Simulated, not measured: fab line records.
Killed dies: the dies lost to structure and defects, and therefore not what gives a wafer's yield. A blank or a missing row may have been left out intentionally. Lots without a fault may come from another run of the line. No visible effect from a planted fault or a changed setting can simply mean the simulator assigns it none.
Problem report in the 8D (eight disciplines) form, filled by code ; flow rit cmos ; the parts of the form that need people (team, actions taken, sign-off) are left out

## 1. PROBLEM STATEMENT
Across 6 wafers from 2 lots, ACTIVE_NITRIDE_THK at RIT_ACTIVE_THK_MEAS_04 averages 131.2 nm, while fault-free wafers read 150.4 nm with a standard deviation of 1.4. Relative to the usual mean, that is a shift of -14 standard deviations.
The first sign was on wafer L287.2 at day 4 12:18, on film metro-04. Wafers with a number at this step in the record: 42, from 14 lots. Rule for "out", or "out of limits": more than 4 standard deviations from the usual mean. The rest of the wafers with a number are treated as sound.

## 2. WHAT THIS IS AND IS NOT
question;is;is not
which readings at this step;ACTIVE_NITRIDE_THK;-
which lots;L287, L292;L273, L274, L275, L276, L277, L279, L280, L281, L282, L284, L285, L296
which wafers of those lots;all that have a number;-
read on which gauges;film metro-04;film metro-02, film metro-03
when;from day 4 12:18;"up to then (33 sound wafers); but 3 sound wafers of L296 came after"

## 3. THE SUSPECTS, EACH WITH WHAT RULES IT OUT
Counting: a tool at any process step up to the reading remains a suspect when it ran all the lots that are out and ran no sound lot after the first of those.
- the gauge at RIT_ACTIVE_THK_MEAS_04: kept. All the wafers that are out were read on film metro-04, and no step on other tools shows them out.
- lpcvd-02 at RIT_ACTIVE_CVD_03 (deposits Si3N4 from SiH2Cl2/NH3, target thk 150 nm, time 1500 s): kept. It ran every lot that is out, first L287 (day 4 10:52), and no sound lot after that; its last sound lot up to then is L285 (day 4 00:07).
Remaining after the count are lpcvd-02 at RIT_ACTIVE_CVD_03 and film metro-04 at RIT_ACTIVE_THK_MEAS_04.

## 4. THE CAUSE (what the simulator had put in)
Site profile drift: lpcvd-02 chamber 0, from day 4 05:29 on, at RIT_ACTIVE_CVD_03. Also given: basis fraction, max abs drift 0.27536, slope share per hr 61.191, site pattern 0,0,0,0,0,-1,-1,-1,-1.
Counting left 2 suspects, and this tool is among them.

## 5. SEQUENCE OF EFFECTS, ordered by route
Rows list readings where the struck wafers' mean (over those with a number) sits beyond 3 standard deviations from the usual. Scope: only readings with a usual standard deviation given in the record; hours: median across lots of the time from each lot's start at the first step in this table that gives one to its start at this step; sigmas: change in usual standard deviations.
hours;step;reading;usual;on struck wafers;change;sigmas
0;RIT_ACTIVE_THK_MEAS_04;ACTIVE_NITRIDE_THK;150.4 nm;131.2;-19.2;-14
4;RIT_ACTIVE_CD_MEAS_11;cd nm;1399.6 nm;1388.9;-10.7;-4.3
6;RIT_ACTIVE_ETCH_13;oes product au;0.820 a.u.;0.760;-0.060;-4.3
Here are the process steps it includes:
- RIT_ACTIVE_ETCH_13: etches Si3N4 in SF6, stops on SiO2, time 210 s, target depth 210 nm.
At these later measuring or inspecting steps, every struck wafer for which the step has a row has a number for every such reading, and none has moved that far: RIT_FOX2_THK_MEAS_90, RIT_PWELL_OVL_MEAS_06, RIT_NSD_OVL_MEAS_06.

## 6. HOW IT WOULD HAVE BEEN CAUGHT EARLIER
7 hours passed between the start of the fault at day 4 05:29 and the first reading out of limits at a measuring or inspecting step in this record, taken at day 4 12:18.
Of the tool readings at RIT_ACTIVE_CVD_03 for which the record gives a usual standard deviation, none was out on any struck wafer, so an alarm limit of 4 standard deviations on them would not have fired.
Lots out: 2; of these, L292 started RIT_ACTIVE_CVD_03 on lpcvd-02 after day 4 12:18. Had the tool been put on hold then, it would have been spared.
